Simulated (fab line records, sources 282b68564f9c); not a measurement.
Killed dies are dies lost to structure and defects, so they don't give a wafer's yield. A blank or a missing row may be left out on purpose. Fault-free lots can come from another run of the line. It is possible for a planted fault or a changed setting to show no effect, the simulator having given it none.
fab line records :: flow rit_cmos
record
  lots=14
  wafers=42
  last_day=7
route steps=202 shown GATE@87
lots that met no fault: from a run of the same line without faults
start_h: start of the lot's first displayed wafer, in hours after the record's first day :: wait_h: hours since the lot's step before :: " same as the row above :: L1.1+2: a single row standing in for several wafers :: - value missing, or start not given :: * or withheld: withheld :: < > ~ a bound
route shown NAME@n: NAME is a module with steps in the file, n the number in the route of the first one :: usual: mean/standard deviation taken from wafers without a fault :: same: alike in all rows :: chamber/n: place in a boat :: sites: readings site by site :: _std_site: standard deviation across them :: _edge_site: mean of outer sites minus mean of inner sites :: radius_mm: how far each site lies from the wafer's centre :: mask NAME#n: copy n :: behind: tool/chamber where the wafer was last shaped :: hold: what put the lot on hold/how long, in hours/how the hold closed :: device: the n, p or np transistor that did not switch :: end of line: at the end of the route, the tests of the same wafers :: a step with no rows: only its recipe :: killed: dies that structure and defects cost at the first sort, which is not the same as the wafer's yield :: map: a wafer's dies, x killed, . not, _ none there
set.NAME: the setting the step ran with; set.NAME@STEP: the setting that earlier step ran with :: model.NAME: the simulator's own value behind a step, which no gauge read
one table for each step of the route and one row for each wafer, over a sample of lots
## steps
# step RIT_GATE_COAT_11
# recipe
  resist=NOVOLAK
  spin_rpm=4250
  resist_thk_nm=850
# usual
  chill_plate_temp_C=23.00/0.1
lot.wafer: L843.2
tool: litho_track-01
chamber: 0
start_h: 41.67
wait_h: 0.1
chill_plate_temp_C: 23.05

lot.wafer: L843.3
tool: litho_track-01
chamber: 0
start_h: 41.67
wait_h: 0.1
chill_plate_temp_C: 23.00

lot.wafer: L843.6
tool: litho_track-01
chamber: 0
start_h: 41.67
wait_h: 0.1
chill_plate_temp_C: 22.88

lot.wafer: L844.3
tool: litho_track-04
chamber: 0
start_h: 46.81
wait_h: 0.1
chill_plate_temp_C: 23.00

lot.wafer: L844.4
tool: litho_track-04
chamber: 0
start_h: 46.81
wait_h: 0.1
chill_plate_temp_C: 23.05

lot.wafer: L844.5
tool: litho_track-04
chamber: 0
start_h: 46.81
wait_h: 0.1
chill_plate_temp_C: 22.95

lot.wafer: L845.1
tool: litho_track-01
chamber: 0
start_h: 55.24
wait_h: 0.1
chill_plate_temp_C: 23.00

lot.wafer: L845.3
tool: litho_track-01
chamber: 0
start_h: 55.24
wait_h: 0.1
chill_plate_temp_C: 23.09

lot.wafer: L845.4
tool: litho_track-01
chamber: 0
start_h: 55.24
wait_h: 0.1
chill_plate_temp_C: 23.10

lot.wafer: L846.2
tool: litho_track-04
chamber: 0
start_h: 58.62
wait_h: 0.1
chill_plate_temp_C: 22.89

lot.wafer: L846.3
tool: litho_track-04
chamber: 0
start_h: 58.62
wait_h: 0.1
chill_plate_temp_C: 22.97

lot.wafer: L846.4
tool: litho_track-04
chamber: 0
start_h: 58.62
wait_h: 0.1
chill_plate_temp_C: 22.94

lot.wafer: L847.1
tool: litho_track-01
chamber: 0
start_h: 64.71
wait_h: 0.1
chill_plate_temp_C: 23.03

lot.wafer: L847.3
tool: litho_track-01
chamber: 0
start_h: 64.71
wait_h: 0.1
chill_plate_temp_C: 22.93

lot.wafer: L847.5
tool: litho_track-01
chamber: 0
start_h: 64.71
wait_h: 0.1
chill_plate_temp_C: 22.91

lot.wafer: L848.3
tool: litho_track-04
chamber: 0
start_h: 66.38
wait_h: 0.1
chill_plate_temp_C: 23.15

lot.wafer: L848.4
tool: litho_track-04
chamber: 0
start_h: 66.38
wait_h: 0.1
chill_plate_temp_C: 23.23

lot.wafer: L848.6
tool: litho_track-04
chamber: 0
start_h: 66.38
wait_h: 0.1
chill_plate_temp_C: 23.21

lot.wafer: L849.1
tool: litho_track-02
chamber: 0
start_h: 70.36
wait_h: 0.1
chill_plate_temp_C: 22.89

lot.wafer: L849.2
tool: litho_track-02
chamber: 0
start_h: 70.36
wait_h: 0.1
chill_plate_temp_C: 22.91

lot.wafer: L849.3
tool: litho_track-02
chamber: 0
start_h: 70.36
wait_h: 0.1
chill_plate_temp_C: 22.87

lot.wafer: L853.3
tool: litho_track-02
chamber: 0
start_h: 86.18
wait_h: 0.1
chill_plate_temp_C: 23.23

lot.wafer: L853.5
tool: litho_track-02
chamber: 0
start_h: 86.18
wait_h: 0.1
chill_plate_temp_C: 23.04

lot.wafer: L853.6
tool: litho_track-02
chamber: 0
start_h: 86.18
wait_h: 0.1
chill_plate_temp_C: 22.88

lot.wafer: L857.1
tool: litho_track-02
chamber: 0
start_h: 105.40
wait_h: 0.1
chill_plate_temp_C: 23.10

lot.wafer: L857.2
tool: litho_track-02
chamber: 0
start_h: 105.40
wait_h: 0.1
chill_plate_temp_C: 22.98

lot.wafer: L857.3
tool: litho_track-02
chamber: 0
start_h: 105.40
wait_h: 0.1
chill_plate_temp_C: 23.05

lot.wafer: L860.4
tool: litho_track-04
chamber: 0
start_h: 122.37
wait_h: 0.1
chill_plate_temp_C: 22.94

lot.wafer: L860.5
tool: litho_track-04
chamber: 0
start_h: 122.37
wait_h: 0.1
chill_plate_temp_C: 22.96

lot.wafer: L860.6
tool: litho_track-04
chamber: 0
start_h: 122.37
wait_h: 0.1
chill_plate_temp_C: 23.02

lot.wafer: L862.4
tool: litho_track-04
chamber: 0
start_h: 131.08
wait_h: 0.1
chill_plate_temp_C: 23.07

lot.wafer: L862.5
tool: litho_track-04
chamber: 0
start_h: 131.08
wait_h: 0.1
chill_plate_temp_C: 22.97

lot.wafer: L862.6
tool: litho_track-04
chamber: 0
start_h: 131.08
wait_h: 0.1
chill_plate_temp_C: 23.12

lot.wafer: L863.1
tool: litho_track-04
chamber: 0
start_h: 135.84
wait_h: 0.1
chill_plate_temp_C: 22.96

lot.wafer: L863.3
tool: litho_track-04
chamber: 0
start_h: 135.84
wait_h: 0.1
chill_plate_temp_C: 23.16

lot.wafer: L863.6
tool: litho_track-04
chamber: 0
start_h: 135.84
wait_h: 0.1
chill_plate_temp_C: 22.97

lot.wafer: L864.1
tool: litho_track-04
chamber: 0
start_h: 139.79
wait_h: 0.1
chill_plate_temp_C: 22.92

lot.wafer: L864.3
tool: litho_track-04
chamber: 0
start_h: 139.79
wait_h: 0.1
chill_plate_temp_C: 22.96

lot.wafer: L864.6
tool: litho_track-04
chamber: 0
start_h: 139.79
wait_h: 0.1
chill_plate_temp_C: 22.87

lot.wafer: L866.1
tool: litho_track-01
chamber: 0
start_h: 150.36
wait_h: 0.1
chill_plate_temp_C: 23.04

lot.wafer: L866.5
tool: litho_track-01
chamber: 0
start_h: 150.36
wait_h: 0.1
chill_plate_temp_C: 22.90

lot.wafer: L866.6
tool: litho_track-01
chamber: 0
start_h: 150.36
wait_h: 0.1
chill_plate_temp_C: 22.96
# step RIT_GATE_CD_MEAS_16
# recipe
  target_cd_nm=150
# usual
  cd_nm=149/3
lot.wafer: L843.2
tool: cd_sem-01
chamber: -
start_h: 42.36
wait_h: -
hold: -
cd_nm: 151

lot.wafer: L843.3
tool: cd_sem-01
chamber: -
start_h: 42.36
wait_h: -
hold: -
cd_nm: 150

lot.wafer: L843.6
tool: cd_sem-01
chamber: -
start_h: 42.36
wait_h: -
hold: -
cd_nm: 151

lot.wafer: L844.3
tool: cd_sem-01
chamber: -
start_h: 47.63
wait_h: -
hold: -
cd_nm: 146

lot.wafer: L844.4
tool: cd_sem-01
chamber: -
start_h: 47.63
wait_h: -
hold: -
cd_nm: 148

lot.wafer: L844.5
tool: cd_sem-01
chamber: -
start_h: 47.63
wait_h: -
hold: -
cd_nm: 146

lot.wafer: L845.1
tool: cd_sem-02
chamber: -
start_h: 55.94
wait_h: -
hold: -
cd_nm: 146

lot.wafer: L845.3
tool: cd_sem-02
chamber: -
start_h: 55.94
wait_h: -
hold: -
cd_nm: 145

lot.wafer: L845.4
tool: cd_sem-02
chamber: -
start_h: 55.94
wait_h: -
hold: -
cd_nm: 145

lot.wafer: L846.2
tool: cd_sem-01
chamber: -
start_h: 59.44
wait_h: -
hold: -
cd_nm: 147

lot.wafer: L846.3
tool: cd_sem-01
chamber: -
start_h: 59.44
wait_h: -
hold: -
cd_nm: 148

lot.wafer: L846.4
tool: cd_sem-01
chamber: -
start_h: 59.44
wait_h: -
hold: -
cd_nm: 148

lot.wafer: L847.1
tool: cd_sem-01
chamber: -
start_h: 65.41
wait_h: -
hold: -
cd_nm: 153

lot.wafer: L847.3
tool: cd_sem-01
chamber: -
start_h: 65.41
wait_h: -
hold: -
cd_nm: 149

lot.wafer: L847.5
tool: cd_sem-01
chamber: -
start_h: 65.41
wait_h: -
hold: -
cd_nm: 150

lot.wafer: L848.3
tool: cd_sem-02
chamber: -
start_h: 67.15
wait_h: -
hold: -
cd_nm: 142

lot.wafer: L848.4
tool: cd_sem-02
chamber: -
start_h: 67.15
wait_h: -
hold: -
cd_nm: 142

lot.wafer: L848.6
tool: cd_sem-02
chamber: -
start_h: 67.15
wait_h: -
hold: -
cd_nm: 144

lot.wafer: L849.1
tool: cd_sem-01
chamber: -
start_h: 71.29
wait_h: -
hold: -
cd_nm: 143

lot.wafer: L849.2
tool: cd_sem-01
chamber: -
start_h: 71.29
wait_h: -
hold: -
cd_nm: 144

lot.wafer: L849.3
tool: cd_sem-01
chamber: -
start_h: 71.29
wait_h: -
hold: -
cd_nm: 144

lot.wafer: L853.3
tool: cd_sem-01
chamber: -
start_h: 86.87
wait_h: -
hold: await_dispo/0.2h/release
cd_nm: 62

lot.wafer: L853.5
tool: cd_sem-01
chamber: -
start_h: 86.87
wait_h: -
hold: await_dispo/0.2h/release
cd_nm: 61

lot.wafer: L853.6
tool: cd_sem-01
chamber: -
start_h: 86.87
wait_h: -
hold: await_dispo/0.2h/release
cd_nm: 62

lot.wafer: L853.3
tool: cd_sem-01
chamber: -
start_h: 87.16
wait_h: 0.3
hold: -
cd_nm: 62

lot.wafer: L853.5
tool: cd_sem-01
chamber: -
start_h: 87.16
wait_h: 0.3
hold: -
cd_nm: 61

lot.wafer: L853.6
tool: cd_sem-01
chamber: -
start_h: 87.16
wait_h: 0.3
hold: -
cd_nm: 62

lot.wafer: L857.1
tool: cd_sem-01
chamber: -
start_h: 106.10
wait_h: -
hold: await_dispo/0.2h/release
cd_nm: 74

lot.wafer: L857.2
tool: cd_sem-01
chamber: -
start_h: 106.10
wait_h: -
hold: await_dispo/0.2h/release
cd_nm: 74

lot.wafer: L857.3
tool: cd_sem-01
chamber: -
start_h: 106.10
wait_h: -
hold: await_dispo/0.2h/release
cd_nm: 77

lot.wafer: L857.1
tool: cd_sem-01
chamber: -
start_h: 106.38
wait_h: 0.3
hold: -
cd_nm: 73

lot.wafer: L857.2
tool: cd_sem-01
chamber: -
start_h: 106.38
wait_h: 0.3
hold: -
cd_nm: 75

lot.wafer: L857.3
tool: cd_sem-01
chamber: -
start_h: 106.38
wait_h: 0.3
hold: -
cd_nm: 77

lot.wafer: L860.4
tool: cd_sem-01
chamber: -
start_h: 123.06
wait_h: -
hold: -
cd_nm: 150

lot.wafer: L860.5
tool: cd_sem-01
chamber: -
start_h: 123.06
wait_h: -
hold: -
cd_nm: 150

lot.wafer: L860.6
tool: cd_sem-01
chamber: -
start_h: 123.06
wait_h: -
hold: -
cd_nm: 148

lot.wafer: L862.4
tool: cd_sem-02
chamber: -
start_h: 131.83
wait_h: -
hold: -
cd_nm: 153

lot.wafer: L862.5
tool: cd_sem-02
chamber: -
start_h: 131.83
wait_h: -
hold: -
cd_nm: 153

lot.wafer: L862.6
tool: cd_sem-02
chamber: -
start_h: 131.83
wait_h: -
hold: -
cd_nm: 153

lot.wafer: L863.1
tool: cd_sem-02
chamber: -
start_h: 136.54
wait_h: -
hold: -
cd_nm: 148

lot.wafer: L863.3
tool: cd_sem-02
chamber: -
start_h: 136.54
wait_h: -
hold: -
cd_nm: 148

lot.wafer: L863.6
tool: cd_sem-02
chamber: -
start_h: 136.54
wait_h: -
hold: -
cd_nm: 146

lot.wafer: L864.1
tool: cd_sem-02
chamber: -
start_h: 140.61
wait_h: -
hold: -
cd_nm: 149

lot.wafer: L864.3
tool: cd_sem-02
chamber: -
start_h: 140.61
wait_h: -
hold: -
cd_nm: 147

lot.wafer: L864.6
tool: cd_sem-02
chamber: -
start_h: 140.61
wait_h: -
hold: -
cd_nm: 147

lot.wafer: L866.1
tool: cd_sem-01
chamber: -
start_h: 151.18
wait_h: -
hold: -
cd_nm: 144

lot.wafer: L866.5
tool: cd_sem-01
chamber: -
start_h: 151.18
wait_h: -
hold: -
cd_nm: 149

lot.wafer: L866.6
tool: cd_sem-01
chamber: -
start_h: 151.18
wait_h: -
hold: -
cd_nm: 147
## key
first_sign
  step=RIT_GATE_CD_MEAS_16
  reading=visit
  direction=added
  through=control_loop
effect
  step=RIT_GATE_CD_MEAS_16
  reading=cd_nm
  direction=down
  sigmas=27
  usual=149
  struck=68
  through=control_loop
met_at RIT_GATE_COAT_11
struck_lots L853,L857
later_rows_left_out L853.3,L853.5,L853.6,L857.1,L857.2,L857.3
sort_left_out L853.3,L853.5,L853.6,L857.1,L857.2,L857.3
tester_left_out L853,L857
loop_trim
  step=RIT_GATE_EXPOSE_13
  setting=dose
  lots=L857
onset_between 70.36 86.18
fault
  kind=process_parameter_drift
  tool=litho_track-02
  chamber=-
  onset_h=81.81
  steps=RIT_GATE_COAT_11
  channel=resist_thk_nm
  offset=-382.5
  shape=step
  end_h=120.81
  acts_in=these_recipes_only
  stated=850
# tester_left_out: of these lots the tester's yield and bins aren't shown, on N5 and GAA mostly nor the transistor test; their killed dies are dies lost to structure and defects alone, not to doping, threshold or leakage, so they don't give the yield
# sort_left_out: the simulated sort isn't trusted on such a fault, so these wafers' sort isn't shown, and their yield isn't known
# later_rows_left_out: the simulator's readings of these wafers behind a module that went badly wrong aren't trusted and aren't shown, but for the sort
# loop_trim: a control loop set the setting to another value than it would have without faults
